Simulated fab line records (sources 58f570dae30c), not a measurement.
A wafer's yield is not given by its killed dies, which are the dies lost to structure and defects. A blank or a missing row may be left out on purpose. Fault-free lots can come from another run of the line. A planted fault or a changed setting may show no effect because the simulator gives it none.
Check of tool commonality || flow berkeley-cmos170 || Sample size 14 lots and 48 wafers

## REASON IT WAS OPENED
UCB170_NWELL_TW_MEAS_16, reading NWELL_TW: flagged on 2 of 14 lots. Fault-free wafers read 1249, with a standard deviation of 12.
Rule: a lot is flagged when every wafer of it that has a number lies more than 4 standard deviations from that mean, or none has a number. The other lots count as sound.

{"lot": "L686", "measured": "day 2 17:25", "on": "film-metro-04", "NWELL_TW, wafer by wafer": "1261 1271 1269", "flag": ""}
{"lot": "L685", "measured": "day 2 17:33", "on": "film-metro-02", "NWELL_TW, wafer by wafer": "1241 1234 1236", "flag": ""}
{"lot": "L687", "measured": "day 3 03:35", "on": "film-metro-04", "NWELL_TW, wafer by wafer": "1256 1251 1249", "flag": ""}
{"lot": "L689", "measured": "day 3 10:34", "on": "film-metro-04", "NWELL_TW, wafer by wafer": "1251 1252 1251", "flag": ""}
{"lot": "L688", "measured": "day 3 10:43", "on": "film-metro-02", "NWELL_TW, wafer by wafer": "1241 1235 1241", "flag": ""}
{"lot": "L691", "measured": "day 3 18:12", "on": "film-metro-04", "NWELL_TW, wafer by wafer": "1252 1253 1248", "flag": ""}
{"lot": "L692", "measured": "day 4 06:31", "on": "film-metro-04", "NWELL_TW, wafer by wafer": "1262 1255 1261", "flag": ""}
{"lot": "L694", "measured": "day 4 13:05", "on": "film-metro-03", "NWELL_TW, wafer by wafer": "1230 1227 1227", "flag": ""}
{"lot": "L695", "measured": "day 4 21:07", "on": "film-metro-02", "NWELL_TW, wafer by wafer": "1229 1228 1238", "flag": ""}
{"lot": "L696", "measured": "day 4 21:11", "on": "film-metro-04", "NWELL_TW, wafer by wafer": "1256 1255 1252", "flag": ""}
{"lot": "L697", "measured": "day 5 06:35", "on": "film-metro-04", "NWELL_TW, wafer by wafer": "1265 1261 1267", "flag": ""}
{"lot": "L700", "measured": "day 5 17:49", "on": "film-metro-04", "NWELL_TW, wafer by wafer": "1262 1267 1267", "flag": ""}
{"lot": "L702", "measured": "day 6 01:14", "on": "film-metro-04", "NWELL_TW, wafer by wafer": "1078 1079 1080 1083 1081 1076", "flag": "FLAGGED"}
{"lot": "L704", "measured": "day 6 10:49", "on": "film-metro-04", "NWELL_TW, wafer by wafer": "1082 1082 1083 1084 1088 1083", "flag": "FLAGGED"}
The mean of the flagged lots' numbers is 1082, -167 from the usual (-14 standard deviations).

## LOT BY LOT: THE TOOL USED
3 process steps preceding the reading are held in the record, out of 331 steps in the route. Each cell gives the tool, then ch followed by the chambers the sampled wafers passed through, then the start.
{"lot": "L686", "flag": "", "UCB170_NWELL_ETCH_13": "rie-diel-04 ch 1,2, day 2 17:03", "UCB170_NWELL_IMPLANT_14": "implanter-04 ch 0, day 2 17:11", "UCB170_NWELL_STRIP_15": "plasma-asher-03 ch 0,1, day 2 17:18"}
{"lot": "L685", "flag": "", "UCB170_NWELL_ETCH_13": "rie-diel-02 ch 0,2, day 2 17:12", "UCB170_NWELL_IMPLANT_14": "implanter-02 ch 0, day 2 17:18", "UCB170_NWELL_STRIP_15": "plasma-asher-03 ch 0,1, day 2 17:27"}
{"lot": "L687", "flag": "", "UCB170_NWELL_ETCH_13": "rie-diel-02 ch 0,2,3, day 3 03:14", "UCB170_NWELL_IMPLANT_14": "implanter-03 ch 0, day 3 03:20", "UCB170_NWELL_STRIP_15": "plasma-asher-03 ch 0,1, day 3 03:29"}
{"lot": "L689", "flag": "", "UCB170_NWELL_ETCH_13": "rie-diel-04 ch 2,3, day 3 10:13", "UCB170_NWELL_IMPLANT_14": "implanter-03 ch 0, day 3 10:19", "UCB170_NWELL_STRIP_15": "plasma-asher-02 ch 0,1, day 3 10:28"}
{"lot": "L688", "flag": "", "UCB170_NWELL_ETCH_13": "rie-diel-01 ch 0,1,2, day 3 10:15", "UCB170_NWELL_IMPLANT_14": "implanter-03 ch 0, day 3 10:28", "UCB170_NWELL_STRIP_15": "plasma-asher-03 ch 0,1, day 3 10:37"}
{"lot": "L691", "flag": "", "UCB170_NWELL_ETCH_13": "rie-diel-04 ch 0,2, day 3 17:51", "UCB170_NWELL_IMPLANT_14": "implanter-03 ch 0, day 3 17:57", "UCB170_NWELL_STRIP_15": "plasma-asher-04 ch 0,1, day 3 18:06"}
{"lot": "L692", "flag": "", "UCB170_NWELL_ETCH_13": "rie-diel-02 ch 2,3, day 4 06:05", "UCB170_NWELL_IMPLANT_14": "implanter-04 ch 0, day 4 06:14", "UCB170_NWELL_STRIP_15": "plasma-asher-04 ch 0,1, day 4 06:22"}
{"lot": "L694", "flag": "", "UCB170_NWELL_ETCH_13": "rie-diel-01 ch 1,2, day 4 12:43", "UCB170_NWELL_IMPLANT_14": "implanter-02 ch 0, day 4 12:53", "UCB170_NWELL_STRIP_15": "plasma-asher-02 ch 0,1, day 4 12:59"}
{"lot": "L695", "flag": "", "UCB170_NWELL_ETCH_13": "rie-diel-04 ch 1,2,3, day 4 20:46", "UCB170_NWELL_IMPLANT_14": "implanter-03 ch 0, day 4 20:53", "UCB170_NWELL_STRIP_15": "plasma-asher-02 ch 0,1, day 4 21:01"}
{"lot": "L696", "flag": "", "UCB170_NWELL_ETCH_13": "rie-diel-01 ch 0,3, day 4 20:50", "UCB170_NWELL_IMPLANT_14": "implanter-04 ch 0, day 4 20:58", "UCB170_NWELL_STRIP_15": "plasma-asher-03 ch 0,1, day 4 21:05"}
{"lot": "L697", "flag": "", "UCB170_NWELL_ETCH_13": "rie-diel-01 ch 0,1, day 5 06:13", "UCB170_NWELL_IMPLANT_14": "implanter-02 ch 0, day 5 06:23", "UCB170_NWELL_STRIP_15": "plasma-asher-03 ch 0,1, day 5 06:30"}
{"lot": "L700", "flag": "", "UCB170_NWELL_ETCH_13": "rie-diel-04 ch 1,2,3, day 5 17:25", "UCB170_NWELL_IMPLANT_14": "implanter-02 ch 0, day 5 17:36", "UCB170_NWELL_STRIP_15": "plasma-asher-03 ch 0,1, day 5 17:43"}
{"lot": "L702", "flag": "FLAGGED", "UCB170_NWELL_ETCH_13": "rie-diel-04 ch 0,1,3, day 6 00:52", "UCB170_NWELL_IMPLANT_14": "implanter-04 ch 0, day 6 01:00", "UCB170_NWELL_STRIP_15": "plasma-asher-04 ch 0,1, day 6 01:08"}
{"lot": "L704", "flag": "FLAGGED", "UCB170_NWELL_ETCH_13": "rie-diel-04 ch 1,2, day 6 10:28", "UCB170_NWELL_IMPLANT_14": "implanter-04 ch 0, day 6 10:34", "UCB170_NWELL_STRIP_15": "plasma-asher-04 ch 0,1, day 6 10:43"}
What the steps here do:
- UCB170_NWELL_ETCH_13: etches Si3N4 in CH3F/Ar/O2, stops on SiO2, target depth 246.4 nm, time 154 s.
- UCB170_NWELL_IMPLANT_14
- UCB170_NWELL_STRIP_15: strips in O2.
- UCB170_NWELL_TW_MEAS_16

## FLAGGED OVER TOTAL, TOOL BY TOOL (the gauges that took the reading come last)
{"step": "UCB170_NWELL_ETCH_13", "tool": "rie-diel-01", "lots run": 4, "flagged": 0, "share of the flagged lots": "none", "sound lots run after its first flagged lot": "-"}
{"step": "UCB170_NWELL_ETCH_13", "tool": "rie-diel-02", "lots run": 3, "flagged": 0, "share of the flagged lots": "none", "sound lots run after its first flagged lot": "-"}
{"step": "UCB170_NWELL_ETCH_13", "tool": "rie-diel-04", "lots run": 7, "flagged": 2, "share of the flagged lots": "all", "sound lots run after its first flagged lot": 0}
{"step": "UCB170_NWELL_IMPLANT_14", "tool": "implanter-02", "lots run": 4, "flagged": 0, "share of the flagged lots": "none", "sound lots run after its first flagged lot": "-"}
{"step": "UCB170_NWELL_IMPLANT_14", "tool": "implanter-03", "lots run": 5, "flagged": 0, "share of the flagged lots": "none", "sound lots run after its first flagged lot": "-"}
{"step": "UCB170_NWELL_IMPLANT_14", "tool": "implanter-04", "lots run": 5, "flagged": 2, "share of the flagged lots": "all", "sound lots run after its first flagged lot": 0}
{"step": "UCB170_NWELL_STRIP_15", "tool": "plasma-asher-02", "lots run": 3, "flagged": 0, "share of the flagged lots": "none", "sound lots run after its first flagged lot": "-"}
{"step": "UCB170_NWELL_STRIP_15", "tool": "plasma-asher-03", "lots run": 7, "flagged": 0, "share of the flagged lots": "none", "sound lots run after its first flagged lot": "-"}
{"step": "UCB170_NWELL_STRIP_15", "tool": "plasma-asher-04", "lots run": 4, "flagged": 2, "share of the flagged lots": "all", "sound lots run after its first flagged lot": 0}
{"step": "UCB170_NWELL_TW_MEAS_16", "tool": "film-metro-02", "lots run": 3, "flagged": 0, "share of the flagged lots": "none", "sound lots run after its first flagged lot": "-"}
{"step": "UCB170_NWELL_TW_MEAS_16", "tool": "film-metro-03", "lots run": 1, "flagged": 0, "share of the flagged lots": "none", "sound lots run after its first flagged lot": "-"}
{"step": "UCB170_NWELL_TW_MEAS_16", "tool": "film-metro-04", "lots run": 10, "flagged": 2, "share of the flagged lots": "all", "sound lots run after its first flagged lot": 0}

## THE TABLE: WHAT IT ALLOWS
4 rows of the table ran every flagged lot: rie-diel-04 at UCB170_NWELL_ETCH_13, implanter-04 at UCB170_NWELL_IMPLANT_14, plasma-asher-04 at UCB170_NWELL_STRIP_15, film-metro-04 at UCB170_NWELL_TW_MEAS_16.
- rie-diel-04 at UCB170_NWELL_ETCH_13 ran 7 lots, 2 of them flagged. A fault beginning between L700 (day 5 17:25), its last sound lot, and L702 (day 6 00:52), its first flagged one, fits the data.
- implanter-04 at UCB170_NWELL_IMPLANT_14 ran 5 lots, 2 of them flagged. A fault beginning between L696 (day 4 20:58), its last sound lot, and L702 (day 6 01:00), its first flagged one, fits the data. Its own readings lie more than 4 standard deviations out on every wafer of the flagged lots: dose-ions-cm2, faraday-current-uA.
- plasma-asher-04 at UCB170_NWELL_STRIP_15 ran 4 lots, 2 of them flagged. A fault beginning between L692 (day 4 06:22), its last sound lot, and L702 (day 6 01:08), its first flagged one, fits the data.
- film-metro-04 at UCB170_NWELL_TW_MEAS_16 ran 10 lots, 2 of them flagged. A fault beginning between L700 (day 5 17:49), its last sound lot, and L702 (day 6 01:14), its first flagged one, fits the data.
Because each of these 4 tools fits a fault that began at some hour, counting lots does not separate them. More lots, or a look at what each step does to the wafer, might.

## WHAT THE SIMULATOR HAD PUT IN
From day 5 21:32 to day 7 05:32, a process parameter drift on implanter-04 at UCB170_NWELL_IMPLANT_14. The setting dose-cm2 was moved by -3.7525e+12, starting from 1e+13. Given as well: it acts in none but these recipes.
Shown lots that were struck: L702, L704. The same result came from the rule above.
